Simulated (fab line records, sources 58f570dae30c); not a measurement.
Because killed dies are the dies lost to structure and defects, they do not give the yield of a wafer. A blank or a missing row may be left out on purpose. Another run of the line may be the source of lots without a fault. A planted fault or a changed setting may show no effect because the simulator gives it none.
2 desks looking at one fault -- flow berkeley-cmos170 -- every desk sees just its own numbers, and what lay behind them comes last

## THE TOOL OWNER'S DESK: implanter-04
For each lot that ran on this tool, the mean over its sampled wafers that have a number, from the tool's own readings at UCB170_PWELL_IMPLANT_15. If a lot's mean is further than 4 standard deviations from the usual mean, the lot is out of limits and carries the mark OUT (the distance appears in the brackets).
Columns: A = dose-ions-cm2 at UCB170_PWELL_IMPLANT_15, usual 5.001e+12; B = faraday-current-uA at UCB170_PWELL_IMPLANT_15, usual 15.9
lot,first seen here,A,B
L317,day 3 00:34,5.001e+12,15.9
L319,day 3 08:22,5.001e+12,15.9
L320,day 3 13:12,4.994e+12,15.7
L322,day 3 21:16,5.000e+12,15.8
L329,day 5 08:50,6.202e+12 (+99 or more) OUT,19.4 (+11) OUT
L330,day 5 19:41,6.192e+12 (+99 or more) OUT,19.5 (+11) OUT
This desk finds L329, L330 out of limits, L329 being first, at day 5 08:50 (dose-ions-cm2 at UCB170_PWELL_IMPLANT_15). L317, L319, L320, L322 stayed within limits.

## FROM THE METROLOGY DESK
Means of the sampled wafers that have a number, per lot and without regard to the tool the lot ran on: this is what the gauges read. If a lot's mean is further than 4 standard deviations from the usual mean, the lot is out of limits and carries the mark OUT (the distance appears in the brackets).
Columns: A = PWELL_TW at UCB170_PWELL_TW_MEAS_17, usual 378.7; B = FIELD_OXIDE_LEFT_1_THK at UCB170_FIELD_THK_MEAS_90, usual 433 nm; C = V1_OVL at UCB170_V1_OVL_MEAS_13, usual 0 nm
lot,first seen here,A,B,C
L318,day 3 00:47,377.9,435,-1
L317,day 3 00:49,378.2,430,1
L319,day 3 08:37,379.1,445,2
L320,day 3 13:24,375.9,415,1
L321,day 3 21:20,376.1,438,1
L322,day 3 21:31,379.2,437,-0
L323,day 4 07:05,379.0,423,-1
L324,day 4 22:35,378.6,429,3
L329,day 5 09:05,405.5 (+12) OUT,434,-4
L330,day 5 19:55,403.2 (+11) OUT,436,-2
L332,day 6 08:11,374.8,444,2
L334,day 6 10:29,382.0,431,1
L337,day 7 00:29,375.9,427,0
L339,day 7 11:55,379.8,441,1
This desk finds L329, L330 out of limits, with the earliest case on L329 at day 5 09:05 (PWELL_TW at UCB170_PWELL_TW_MEAS_17). L318, L317, L319, L320, L321, L322, L323, L324, L332, L334, L337, L339 stayed within limits.

## TAKEN TOGETHER
An alarm could have come from the tool owner's desk at day 5 08:50, on L329, L330.
L329, L330 would have let the metrology desk raise an alarm at day 5 09:05.
Of the lots named, all ran UCB170_PWELL_IMPLANT_15 on implanter-04.

## WHAT THE SIMULATOR HAD PUT IN
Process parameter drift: implanter-04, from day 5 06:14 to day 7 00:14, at UCB170_PWELL_IMPLANT_15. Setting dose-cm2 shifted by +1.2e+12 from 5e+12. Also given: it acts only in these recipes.
Lots struck among those shown: L329, L330.
Delay (hours) between the fault's onset and each desk's first out-of-limits reading: 3 at the tool owner's desk, 3 at the metrology desk.
